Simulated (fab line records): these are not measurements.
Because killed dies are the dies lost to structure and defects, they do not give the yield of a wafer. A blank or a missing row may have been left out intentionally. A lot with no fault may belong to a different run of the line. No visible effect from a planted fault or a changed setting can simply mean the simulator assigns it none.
A struck lot beside a sound one + flow rit_cmos + 44 steps out of a route of 202
Sound: wafers L637.2, L637.3, L637.6. Struck: wafers L644.1, L644.3, L644.5. At the end, the cause is stated.
Per side, at each step with rows, come the tool, then ch with its chambers, and then its first start. Under that, the readings that differ: sound wafers + struck wafers + difference of the means + sigmas: that difference in standard deviations of wafers without a fault.
alike: readings whose means differ by less than 2 such deviations, and words and numbers that are the same on both sides. not compared: withheld readings, readings that some wafer has no value for, bounds like >300 that may hide the same value, and numbers for which the record gives no deviation and whose values overlap.
The two part at a step that has a row with sigmas, a row that says differs or no value, or rows on one side only. Non-overlapping numbers with no deviation appear without sigmas and do not part them. A reading missing from all wafers of one side parts the sides only when that side holds two or more wafers.

first, 1 step without rows for these wafers: RIT_PRETRO_IMPLANT_08.
RIT_PRETRO_STRIP_09: strips in O2, time 180 s.
  sound on plasma_asher-03 ch 0,1, day 3 07:12; struck on plasma_asher-04 ch 0,1, day 4 16:08
  alike: chamber_pressure_mTorr, drypump_motor_current_A
  not compared: rf_hours_counter_h
RIT_PRETRO_TW_MEAS_10:
  sound: film_metro-01 at day 3 07:23; struck: film_metro-02 at day 4 16:19
  alike: PRETRO_TW
then, 5 steps without rows for these wafers: RIT_GATE_WET_ETCH_00 (etches SiO2 in BOE, target depth 56 nm, time 60 s); RIT_GATE_CLEAN_01 (cleans in SC1, time 600 s); RIT_GATE_CLEAN_02 (cleans in dHF, time 30 s); RIT_GATE_CLEAN_03 (cleans in SC2, time 600 s); RIT_GATE_CLEAN_04 (cleans in dHF, time 60 s).
RIT_FOX2_THK_MEAS_91:
  sound: film_metro-04 at day 3 07:52; struck: film_metro-01 at day 4 16:47
| reading                     | sound       | struck      | difference | sigmas |
|-----------------------------|-------------|-------------|------------|--------|
| FIELD_OXIDE_LEFT_2_THK (nm) | 246 250 249 | 267 260 257 | +13        | +2     |
then, 2 steps without rows for these wafers: RIT_GATE_OXIDATION_05 (target thk 3 nm, ox time 270 s); RIT_GATE_ANNEAL_06 (time 600 s).
RIT_GATE_THK_MEAS_07:
  sound: film_metro-04 at day 3 13:39; struck: film_metro-01 at day 4 21:45
  alike: GATE_OXIDE_THK
RIT_GATE_CVD_08: deposits poly-Si from SiH4, target thk 250 nm, time 2220 s.
  sound on lpcvd-02 ch 1, day 3 14:35; struck on lpcvd-02 ch 0, day 4 21:49
| reading                                  | sound             | struck            | difference | sigmas |
|------------------------------------------|-------------------|-------------------|------------|--------|
| spike_tc_centre_C (C)                    | 611.5 612.9 613.2 | 602.6 603.6 602.7 | -9.6       | -6     |
| spike_tc_load_C (C)                      | 635.6 635.2 635.4 | 619.3 619.1 620.0 | -15.9      | -7     |
| spike_tc_source_C (C)                    | 633.0 631.6 632.6 | 618.7 618.7 618.4 | -13.8      | -9     |
| model.poly-Si_of_GATE_CVD_08.thk_nm (nm) | 250.6 251.5 251.4 | 200.2 199.7 200   | -51.2      |        |
RIT_GATE_THK_MEAS_09:
  sound: film_metro-03 at day 3 16:13; struck: film_metro-04 at day 4 23:26
| reading            | sound             | struck            | difference | sigmas |
|--------------------|-------------------|-------------------|------------|--------|
| GATE_POLY_THK (nm) | 250.6 251.2 251.2 | 200.2 199.8 200.1 | -51.0      | -23    |
then, 6 steps without rows for these wafers: RIT_GATE_HMDS_10 (prime time 60 s); RIT_GATE_COAT_11 (resist thk 850 nm); RIT_GATE_SOFTBAKE_12 (time 60 s); RIT_GATE_EXPOSE_13 (exposes mask M6, target cd 150 nm); RIT_GATE_PEB_14; RIT_GATE_DEVELOP_15 (develop time 50 s).
RIT_GATE_CD_MEAS_16: target cd 150 nm.
  sound: cd_sem-02 at day 3 17:24; struck: cd_sem-01 at day 5 00:28
  alike: cd_nm
RIT_GATE_OVL_MEAS_17:
  sound: overlay-02 at day 3 17:30; struck: overlay-01 at day 5 00:35
  alike: GATE_OVL
then, 1 step without rows for these wafers: RIT_GATE_HARDBAKE_18 (time 60 s).
RIT_GATE_ETCH_19: etches poly-Si in SF6/CHF3/O2, stops on SiO2, time 165 s, target depth 312.5 nm.
  sound on rie_si-01 ch 0,1, day 3 17:50; struck on rie_si-02 ch 0,1,3, day 5 00:46
| reading                          | sound             | struck            | difference | sigmas |
|----------------------------------|-------------------|-------------------|------------|--------|
| oes_product_au (a.u.)            | 0.851 0.847 0.857 | 0.718 0.732 0.712 | -0.131     | -13    |
| model.etch.depth_nm (nm)         | 250.6 251.5 251.4 | 200.2 199.7 200   | -51.2      |        |
| model.GATE.feature_depth_nm (nm) | 250.6 251.5 251.4 | 200.2 199.7 200   | -51.2      |        |
  alike: chamber_pressure_mTorr, drypump_motor_current_A, rf_fwd_power_W, throttle_valve_pct
  not compared: rf_hours_counter_h
RIT_GATE_STRIP_20: strips in O2, time 180 s.
  sound on plasma_asher-01 ch 0,1, day 3 17:56; struck on plasma_asher-01 ch 0,1, day 5 00:53
  alike: chamber_pressure_mTorr, drypump_motor_current_A
  not compared: rf_hours_counter_h
RIT_GATE_CD_MEAS_90: target cd 150 nm.
  sound: cd_sem-02 at day 3 18:08; struck: cd_sem-02 at day 5 01:03
  alike: cd_nm
then, 4 steps without rows for these wafers: RIT_REOX_CLEAN_00 (cleans in SC1, time 600 s); RIT_REOX_CLEAN_01 (cleans in dHF, time 30 s); RIT_REOX_CLEAN_02 (cleans in SC2, time 600 s); RIT_REOX_OXIDATION_03 (target thk 25.2 nm, ox time 5580 s).
RIT_REOX_THK_MEAS_04:
  sound: film_metro-01 at day 3 21:14; struck: film_metro-01 at day 5 06:21
  alike: REOX_OXIDE_THK
then, 6 steps without rows for these wafers: RIT_NLDD_HMDS_00 (prime time 60 s); RIT_NLDD_COAT_01 (resist thk 1000 nm); RIT_NLDD_SOFTBAKE_02 (time 60 s); RIT_NLDD_EXPOSE_03 (exposes mask M7, target cd 40700 nm); RIT_NLDD_PEB_04; RIT_NLDD_DEVELOP_05 (develop time 50 s).
RIT_NLDD_OVL_MEAS_06:
  sound: overlay-01 at day 3 22:08; struck: overlay-01 at day 5 07:16
| reading       | sound         | struck      | difference | sigmas |
|---------------|---------------|-------------|------------|--------|
| NLDD_OVL (nm) | -1.0 0.2 -1.7 | 2.5 2.8 4.2 | +4.0       | +3     |
then, 2 steps without rows for these wafers: RIT_NLDD_HARDBAKE_07 (time 60 s); RIT_NLDD_IMPLANT_08.
RIT_NLDD_STRIP_09: strips in O2, time 180 s.
  sound on plasma_asher-03 ch 0,1, day 3 22:28; struck on plasma_asher-04 ch 0,1, day 5 07:35
  alike: chamber_pressure_mTorr, drypump_motor_current_A
  not compared: rf_hours_counter_h
RIT_NLDD_TW_MEAS_10:
  sound: film_metro-04 at day 3 22:39; struck: film_metro-02 at day 5 07:46
  alike: NLDD_TW
RIT_SDANNEAL_CLEAN_02: cleans in SC2, time 600 s.
  sound on wet_bench-01 ch 2, day 4 05:55; struck on wet_bench-01 ch 1, day 5 15:25
| reading                                  | sound             | struck            | difference | sigmas |
|------------------------------------------|-------------------|-------------------|------------|--------|
| model.poly-Si_of_GATE_CVD_08.thk_nm (nm) | 164.3 166.8 166.3 | 114.2 114.7 109.6 | -53.0      |        |
  alike: temp_c
RIT_M1_PROBE_99:
  sound: prober-02 at day 4 13:53; struck: prober-01 at day 5 23:11
  alike: killed_at_contacts, killed_at_front_end, killed_dies, killed_open, killed_short
  not compared: model.etest.pmos_turned.r_on_ohm_um, model.etest.nmos_turned.drive_ua_um, model.etest.nmos_0p3.r_on_ohm_um, model.etest.pmos_turned.drive_ua_um, model.etest.nmos_narrow.drive_ua_um, model.etest.nmos_0p3.drive_ua_um, model.etest.ppoly_line.rs_ohm_sq, model.etest.nmos_0p15.tox_inv_nm

== WHERE THEY PART ==
First at RIT_FOX2_THK_MEAS_91; last, within this record, at RIT_NLDD_OVL_MEAS_06. Later steps at which nothing parts them and some readings are alike: RIT_NLDD_STRIP_09, RIT_NLDD_TW_MEAS_10, RIT_SDANNEAL_CLEAN_02, RIT_M1_PROBE_99.

WHY: the cause the simulator had injected
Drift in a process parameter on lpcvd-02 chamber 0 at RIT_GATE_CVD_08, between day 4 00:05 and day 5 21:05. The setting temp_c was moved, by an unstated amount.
